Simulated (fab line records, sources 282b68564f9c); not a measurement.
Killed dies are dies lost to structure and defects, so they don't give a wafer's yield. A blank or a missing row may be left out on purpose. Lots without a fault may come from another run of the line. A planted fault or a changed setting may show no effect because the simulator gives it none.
Which tool did it? | flow rit_cmos | 14 lots, 42 wafers sampled, at 2 steps of a route of 202

WHAT THE GAUGES READ, wafer by wafer
RIT_NRETRO_TW_MEAS_10.
lot  | measured    | on            | NRETRO_TW
L701 | day 2 07:06 | film_metro-04 | 1052 1049 1055
L702 | day 2 12:02 | film_metro-01 | 1052 1051 1054
L703 | day 2 20:33 | film_metro-04 | 1054 1059 1059
L704 | day 2 23:43 | film_metro-04 | 1052 1054 1053
L705 | day 3 04:25 | film_metro-01 | 1057 1059 1050
L707 | day 3 18:14 | film_metro-04 | 1071 1066 1061
L708 | day 3 23:05 | film_metro-02 | 1317 1329 1318
L709 | day 3 23:19 | film_metro-02 | 1059 1054 1054
L711 | day 4 11:22 | film_metro-02 | 1322 1327 1329
L712 | day 4 16:16 | film_metro-04 | 1064 1060 1059
L716 | day 5 12:01 | film_metro-02 | 1076 1076 1065
L720 | day 6 07:27 | film_metro-04 | 1057 1064 1055
L722 | day 6 15:51 | film_metro-01 | 1063 1060 1071
L723 | day 6 22:55 | film_metro-02 | 1057 1058 1057

WHICH TOOL RAN EACH LOT (tool, then ch and the chambers of the sampled wafers, then the start)
lot  | RIT_NRETRO_IMPLANT_08
L701 | implanter-03 ch 0, day 2 06:49
L702 | implanter-03 ch 0, day 2 11:43
L703 | implanter-03 ch 0, day 2 20:16
L704 | implanter-03 ch 0, day 2 23:26
L705 | implanter-01 ch 0, day 3 04:05
L707 | implanter-01 ch 0, day 3 17:54
L708 | implanter-03 ch 0, day 3 22:28
L709 | implanter-03 ch 0, day 3 23:01
L711 | implanter-01 ch 0, day 4 10:45
L712 | implanter-01 ch 0, day 4 15:59
L716 | implanter-04 ch 0, day 5 11:44
L720 | implanter-04 ch 0, day 6 07:07
L722 | implanter-01 ch 0, day 6 15:32
L723 | implanter-01 ch 0, day 6 22:37
- RIT_NRETRO_IMPLANT_08

WHAT THE TOOLS THEMSELVES READ (means of the sampled wafers that have a number; where no wafer has one, the mark that the record gives instead)
The record holds no such reading with a usual standard deviation.

THE ANSWER, worked out from the rows above alone
Rule: what is usual is taken from the lots themselves. Put in order of their means at a reading, lots are off if they are a third of the lots or fewer, leave a main group of 4 or more, and stand apart from it by a gap of 3 or more times the standard deviation of the main group's means; of several such gaps the widest counts. A main group whose means are all the same, to the digits that the tables above print for the reading, isn't used. A lot without any number at a reading at which 4 lots or more have one is off too. The other lots that the step has rows for count as sound. The gauges are gone through in route order, then the tools' own readings, and for those a lot's mean is taken as printed above. The first step at which some lot is off is used, and at that step the reading that is off furthest; a lot without a number counts as furthest.
Off: L708, L711, at RIT_NRETRO_TW_MEAS_10 (NRETRO_TW). The main group: mean 1059, standard deviation 5.9.
A tool fits if, at a process step before that reading, it ran every lot that is off, and no sound lot after the first of them. The gauges at RIT_NRETRO_TW_MEAS_10 are tried like those tools. None of those tried fits.

WHAT THE SIMULATOR HAD PUT IN
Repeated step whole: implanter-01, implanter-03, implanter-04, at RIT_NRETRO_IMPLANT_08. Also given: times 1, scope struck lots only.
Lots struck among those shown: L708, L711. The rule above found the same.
